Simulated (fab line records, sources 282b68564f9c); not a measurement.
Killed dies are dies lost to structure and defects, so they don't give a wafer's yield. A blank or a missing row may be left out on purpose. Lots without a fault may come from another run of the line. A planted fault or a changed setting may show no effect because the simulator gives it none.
Split-lot experiment | flow rit_cmos | 5 lots, 23 wafers read, on a route of 202 steps

THE SPLIT
At RIT_NSD_IMPLANT_08, the setting energy_kev was moved away from the recipe's 25 on 10 of the 23 wafers read, by +1.9% to +4.4%. The other wafers ran this setting at the recipe's value.

The reading is taken at the split's own step.

THE READING
implant.drp_nm (the simulator's own value, which no gauge read), in nm, at RIT_NSD_IMPLANT_08. The file gives no usual value for it.

wafer  | tool, chamber at the split | energy_kev as run | against the recipe | implant.drp_nm, nm | against lot-mates on the recipe
L076.1 | implanter-03, 0            | 25                | recipe             | 14.84              | -
L076.2 | implanter-03, 0            | 25                | recipe             | 14.84              | -
L076.6 | implanter-03, 0            | 25                | recipe             | 14.84              | -
L077.2 | implanter-02, 0            | 25                | recipe             | 14.84              | -
L077.3 | implanter-02, 0            | 25                | recipe             | 14.84              | -
L077.6 | implanter-02, 0            | 25                | recipe             | 14.84              | -
L077.4 | implanter-02, 0            | 25.76             | +3.0%              | 15.11              | +0.27
L077.5 | implanter-02, 0            | 25.76             | +3.0%              | 15.11              | +0.27
L079.2 | implanter-01, 0            | 25                | recipe             | 14.84              | -
L079.4 | implanter-01, 0            | 25                | recipe             | 14.84              | -
L079.5 | implanter-01, 0            | 25                | recipe             | 14.84              | -
L079.3 | implanter-01, 0            | 25.74             | +3.0%              | 15.1               | +0.26
L079.6 | implanter-01, 0            | 25.74             | +3.0%              | 15.1               | +0.26
L080.1 | implanter-02, 0            | 25.47             | +1.9%              | 15                 | +0.16
L080.2 | implanter-02, 0            | 25.47             | +1.9%              | 15                 | +0.16
L080.5 | implanter-02, 0            | 25.47             | +1.9%              | 15                 | +0.16
L080.4 | implanter-02, 0            | 25                | recipe             | 14.84              | -
L080.6 | implanter-02, 0            | 25                | recipe             | 14.84              | -
L084.1 | implanter-03, 0            | 26.09             | +4.4%              | 15.22              | +0.38
L084.4 | implanter-03, 0            | 26.09             | +4.4%              | 15.22              | +0.38
L084.5 | implanter-03, 0            | 26.09             | +4.4%              | 15.22              | +0.38
L084.2 | implanter-03, 0            | 25                | recipe             | 14.84              | -
L084.3 | implanter-03, 0            | 25                | recipe             | 14.84              | -

THE FIT
A straight line over all 23 wafers: implant.drp_nm changes by +0.0874 nm for each +1% of energy_kev; r = +1.00; the points scatter about the line by 0.0022 nm.
The same after taking each lot's own level away (the mean of its wafers on the recipe; 23 wafers): +0.0874 nm for each +1%; r = +1.00; scatter 0.0022 nm.
On that fit, the largest move of energy_kev shifts the reading by 0.38 nm.
The lots' own levels span 14.840 to 14.840 nm.
So the lot-to-lot level changes the slope little: the two slopes agree.
Check: with one of the wafers moved furthest among these (+4.4%) left out of the fit, the line predicts +0.381 nm for it against its lot-mates. It came out at +0.38 nm against them.

OTHER SPLITS ON THESE WAFERS
These wafers also went through other splits before the reading. Each is held against what the fit with the lots' levels taken away leaves over:
other split on the same wafers     | wafers away from the commonest value | r with implant.drp_nm (lot level and that fit taken away)
RIT_ACTIVE_OXIDATION_01 ox_time_s  | 15                                   | -0.15
RIT_ACTIVE_CVD_03 time_s           | 15                                   | -0.32
RIT_ACTIVE_ETCH_13 pressure_mtorr  | 15                                   | +0.48
RIT_FOX1_OXIDATION_00 ox_time_s    | 15                                   | -0.52
RIT_NWELL_IMPLANT_08 energy_kev    | 5                                    | +0.11
RIT_PWELL_SOFTBAKE_02 temp_c       | 9                                    | -0.10
RIT_NRETRO_COAT_01 spin_rpm        | 4                                    | +0.16
RIT_NRETRO_IMPLANT_08 dose_cm2     | 10                                   | +0.23
RIT_GATE_OXIDATION_05 temp_c       | 15                                   | +0.53
RIT_GATE_DEVELOP_15 dev_temp_c     | 9                                    | -0.07
RIT_NLDD_COAT_01 resist_thk_nm     | 7                                    | +0.01
RIT_NLDD_DEVELOP_05 develop_time_s | 6                                    | -0.29

THE WHOLE CHAIN: every reading that the file lists as answering this split, in the file's order
step               | what it does | reading                                                         | change (the file's fit)                | r (the file's)
RIT_NSD_IMPLANT_08 |              | implant.rp_nm (the simulator's own value, which no gauge read)  | +0.218 nm for each +1% of the setting  | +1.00
RIT_NSD_IMPLANT_08 |              | implant.drp_nm (the simulator's own value, which no gauge read) | +0.0889 nm for each +1% of the setting | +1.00

THE FILE'S OWN FIT
implant.drp_nm changes by +0.0889 nm for each +1% of energy_kev, r = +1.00.
